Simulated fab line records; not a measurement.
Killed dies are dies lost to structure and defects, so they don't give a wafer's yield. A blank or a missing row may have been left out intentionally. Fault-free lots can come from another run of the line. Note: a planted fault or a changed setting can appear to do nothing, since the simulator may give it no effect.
Check of tool commonality :: flow berkeley cmos170 :: 14 lots, 42 wafers sampled

== WHY THIS WAS OPENED ==
Of 14 lots, 2 have the reading PVT_TW flagged at UCB170_PVT_TW_MEAS_09. Wafers without a fault read 508.2, standard deviation 2.3.
Rule: a lot is flagged when every wafer of it that has a number lies more than 4 standard deviations from that mean, or none has a number. The other lots count as sound.

lot: L883
measured: day 6 06:47
on: film metro-04
PVT_TW, wafer by wafer: 511.6 507.0 509.4
flag: 

lot: L887
measured: day 6 17:24
on: film metro-04
PVT_TW, wafer by wafer: 507.2 507.7 509.1
flag: 

lot: L886
measured: day 6 17:47
on: film metro-01
PVT_TW, wafer by wafer: 504.8 504.5 507.0
flag: 

lot: L890
measured: day 7 03:36
on: film metro-04
PVT_TW, wafer by wafer: 504.9 506.7 505.1
flag: 

lot: L888
measured: day 7 03:49
on: film metro-02
PVT_TW, wafer by wafer: 506.6 503.8 506.3
flag: 

lot: L889
measured: day 7 03:51
on: film metro-04
PVT_TW, wafer by wafer: 505.9 509.4 508.6
flag: 

lot: L891
measured: day 7 20:41
on: film metro-04
PVT_TW, wafer by wafer: 509.8 503.8 509.4
flag: 

lot: L892
measured: day 8 05:29
on: film metro-04
PVT_TW, wafer by wafer: 505.4 508.8 509.9
flag: 

lot: L895
measured: day 8 05:45
on: film metro-04
PVT_TW, wafer by wafer: 508.7 509.2 508.0
flag: 

lot: L893
measured: day 8 05:49
on: film metro-01
PVT_TW, wafer by wafer: 507.7 509.3 508.7
flag: 

lot: L894
measured: day 8 06:19
on: film metro-01
PVT_TW, wafer by wafer: 506.9 507.1 507.4
flag: 

lot: L898
measured: day 8 15:15
on: film metro-02
PVT_TW, wafer by wafer: 511.4 508.6 510.5
flag: 

lot: L899
measured: day 8 22:41
on: film metro-02
PVT_TW, wafer by wafer: 470.3 469.8 465.8
flag: FLAGGED

lot: L902
measured: day 9 15:49
on: film metro-04
PVT_TW, wafer by wafer: 469.1 469.0 471.4
flag: FLAGGED
Average over the flagged lots: 469.2; offset from the usual -39.0, equal to -17 standard deviations.

== EACH LOT AND THE TOOL IT RAN ON ==
2 process steps preceding the reading are held in the record, out of 331 steps in the route. Cell contents, in order: the tool; ch with the chambers the sampled wafers went through; the start.
lot: L883
flag: 
UCB170_NVT_STRIP_08: plasma asher-04 ch 0,1, day 6 03:17
UCB170_PVT_IMPLANT_07: implanter-04 ch 0, day 6 06:32

lot: L887
flag: 
UCB170_NVT_STRIP_08: plasma asher-04 ch 0,1, day 6 15:25
UCB170_PVT_IMPLANT_07: implanter-04 ch 0, day 6 17:09

lot: L886
flag: 
UCB170_NVT_STRIP_08: plasma asher-04 ch 0,1, day 6 15:42
UCB170_PVT_IMPLANT_07: implanter-03 ch 0, day 6 17:32

lot: L890
flag: 
UCB170_NVT_STRIP_08: plasma asher-03 ch 0,1, day 7 00:01
UCB170_PVT_IMPLANT_07: implanter-03 ch 0, day 7 03:23

lot: L888
flag: 
UCB170_NVT_STRIP_08: plasma asher-01 ch 0,1, day 7 00:16
UCB170_PVT_IMPLANT_07: implanter-04 ch 0, day 7 03:35

lot: L889
flag: 
UCB170_NVT_STRIP_08: plasma asher-01 ch 0, day 7 00:49
UCB170_PVT_IMPLANT_07: implanter-03 ch 0, day 7 03:36

lot: L891
flag: 
UCB170_NVT_STRIP_08: plasma asher-03 ch 0,1, day 7 17:41
UCB170_PVT_IMPLANT_07: implanter-04 ch 0, day 7 20:26

lot: L892
flag: 
UCB170_NVT_STRIP_08: plasma asher-01 ch 0,1, day 8 02:35
UCB170_PVT_IMPLANT_07: implanter-03 ch 0, day 8 05:14

lot: L895
flag: 
UCB170_NVT_STRIP_08: plasma asher-01 ch 0,1, day 8 02:09
UCB170_PVT_IMPLANT_07: implanter-04 ch 0, day 8 05:30

lot: L893
flag: 
UCB170_NVT_STRIP_08: plasma asher-01 ch 0, day 8 02:18
UCB170_PVT_IMPLANT_07: implanter-02 ch 0, day 8 05:32

lot: L894
flag: 
UCB170_NVT_STRIP_08: plasma asher-04 ch 0,1, day 8 03:08
UCB170_PVT_IMPLANT_07: implanter-02 ch 0, day 8 06:05

lot: L898
flag: 
UCB170_NVT_STRIP_08: plasma asher-03 ch 0,1, day 8 12:58
UCB170_PVT_IMPLANT_07: implanter-02 ch 0, day 8 15:00

lot: L899
flag: FLAGGED
UCB170_NVT_STRIP_08: plasma asher-04 ch 0,1, day 8 21:13
UCB170_PVT_IMPLANT_07: implanter-02 ch 0, day 8 22:28

lot: L902
flag: FLAGGED
UCB170_NVT_STRIP_08: plasma asher-04 ch 0,1, day 9 13:26
UCB170_PVT_IMPLANT_07: implanter-02 ch 0, day 9 15:34
What these steps do:
- UCB170_NVT_STRIP_08: strips in O2.
- UCB170_PVT_IMPLANT_07
- UCB170_PVT_TW_MEAS_09

== FLAGGED AGAINST TOTAL, ONE TOOL AT A TIME (gauges that did the reading follow at the end) ==
step: UCB170_NVT_STRIP_08
tool: plasma asher-01
lots run: 5
flagged: 0
share of the flagged lots: none
sound lots run after its first flagged lot: -

step: UCB170_NVT_STRIP_08
tool: plasma asher-03
lots run: 3
flagged: 0
share of the flagged lots: none
sound lots run after its first flagged lot: -

step: UCB170_NVT_STRIP_08
tool: plasma asher-04
lots run: 6
flagged: 2
share of the flagged lots: all
sound lots run after its first flagged lot: 0

step: UCB170_PVT_IMPLANT_07
tool: implanter-02
lots run: 5
flagged: 2
share of the flagged lots: all
sound lots run after its first flagged lot: 0

step: UCB170_PVT_IMPLANT_07
tool: implanter-03
lots run: 4
flagged: 0
share of the flagged lots: none
sound lots run after its first flagged lot: -

step: UCB170_PVT_IMPLANT_07
tool: implanter-04
lots run: 5
flagged: 0
share of the flagged lots: none
sound lots run after its first flagged lot: -

step: UCB170_PVT_TW_MEAS_09
tool: film metro-01
lots run: 3
flagged: 0
share of the flagged lots: none
sound lots run after its first flagged lot: -

step: UCB170_PVT_TW_MEAS_09
tool: film metro-02
lots run: 3
flagged: 1
share of the flagged lots: some
sound lots run after its first flagged lot: 0

step: UCB170_PVT_TW_MEAS_09
tool: film metro-04
lots run: 8
flagged: 1
share of the flagged lots: some
sound lots run after its first flagged lot: 0

== WHAT IS ALLOWED BY THE TABLE ==
Rows of the table that ran all the flagged lots, 2 in number: plasma asher-04 at UCB170_NVT_STRIP_08; implanter-02 at UCB170_PVT_IMPLANT_07.
- plasma asher-04 at UCB170_NVT_STRIP_08 ran 6 lots, 2 of them flagged. A fault beginning between L894 (day 8 03:08), its last sound lot, and L899 (day 8 21:13), its first flagged one, fits the data.
- implanter-02 at UCB170_PVT_IMPLANT_07 ran 5 lots, 2 of them flagged. A fault beginning between L898 (day 8 15:00), its last sound lot, and L899 (day 8 22:28), its first flagged one, fits the data. Its own readings lie more than 4 standard deviations out on every wafer of the flagged lots: beam on s, faraday current uA.
Counting lots can't tell these 2 tools apart, because each fits a fault that began at some hour. More lots, or a look at what each step does to the wafer, might.

== WHAT THE SIMULATOR PUT IN ==
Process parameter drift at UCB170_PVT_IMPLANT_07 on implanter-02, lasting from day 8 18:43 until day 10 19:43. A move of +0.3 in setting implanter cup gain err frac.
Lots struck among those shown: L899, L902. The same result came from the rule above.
